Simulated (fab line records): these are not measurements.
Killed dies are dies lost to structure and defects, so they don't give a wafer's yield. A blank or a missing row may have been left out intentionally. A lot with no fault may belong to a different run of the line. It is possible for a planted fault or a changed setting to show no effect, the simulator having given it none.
2 desks, one fault | flow berkeley cmos170 | numbers are kept per desk, each desk with only its own; the story behind them comes last

FOR THE TOOL OWNER'S DESK: cmp-02
The tool's own readings at UCB170_V1_CMP_02 (polishes SiO2): means of the sampled wafers that have a number, for each lot that ran on this tool. Any lot whose mean is over 4 standard deviations away from the usual mean is out of limits and marked OUT; that distance is given in the brackets.
Columns: A = motor current A at UCB170_V1_CMP_02, usual 16.4 A
lot  | first seen here | A
L390 | day 7 06:59     | 15.6
L389 | day 7 12:10     | 17.1
L391 | day 7 18:04     | 16.8
L396 | day 8 18:53     | 16.2
L411 | day 11 15:23    | 16.0
L412 | day 11 15:44    | 16.0
This desk found nothing out of limits on any of the 6 lots.

AT THE METROLOGY DESK
Means of the sampled wafers that have a number, per lot and without regard to the tool the lot ran on: this is what the gauges read. Any lot whose mean is over 4 standard deviations away from the usual mean is out of limits and marked OUT; that distance is given in the brackets.
Columns: A = NLDD_RS at UCB170_SDANNEAL_RS_MEAS_05, usual 616.5 ohm/sq; B = V1_POLISHED_THK at UCB170_V1_THK_MEAS_04, usual 1000.1 nm; C = cd nm at UCB170_V1_CD_MEAS_90, usual 699.7 nm
lot  | first seen here | A     | B                       | C
L390 | day 6 19:23     | 616.8 | 1000.5                  | 700.9
L389 | day 6 19:52     | 616.6 | 999.5                   | 699.2
L391 | day 7 07:26     | 617.7 | 998.6                   | 701.0
L392 | day 7 20:23     | 618.5 | 1001.6                  | 699.9
L394 | day 8 07:07     | 615.5 | 1001.2                  | 700.9
L396 | day 8 07:42     | 618.1 | 833.5 (-99 or more) OUT | 700.4
L405 | day 10 02:21    | 615.8 | 999.3                   | 699.0
L407 | day 10 09:59    | 614.7 | 999.6                   | 699.9
L408 | day 11 02:58    | 615.5 | 1001.3                  | 698.6
L411 | day 11 03:10    | 617.0 | 1002.1                  | 699.8
L409 | day 11 03:25    | 615.8 | 999.6                   | 698.5
L412 | day 11 03:34    | 617.3 | 1000.2                  | 698.0
L410 | day 11 03:59    | 615.4 | 1000.0                  | 698.2
This desk's finding: out of limits on L396; first on L396, day 8 19:19 (V1_POLISHED_THK at UCB170_V1_THK_MEAS_04). In limits: L390, L389, L391, L392, L394, L405, L407, L408, L411, L409, L412, L410.

TAKEN TOGETHER
The metrology desk could have raised an alarm at day 8 19:19, on L396.
The tool owner's desk saw nothing out of limits.
Tool owner's desk: L396 on record, inside its limits.
On cmp-02, each named lot ran UCB170_V1_CMP_02.

WHAT THE SIMULATOR HAD PUT IN
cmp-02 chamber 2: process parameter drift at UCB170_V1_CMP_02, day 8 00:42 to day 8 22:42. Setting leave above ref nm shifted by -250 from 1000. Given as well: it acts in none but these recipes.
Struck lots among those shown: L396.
Delay in hours, fault start to first out-of-limits reading, per desk: metrology desk 19.
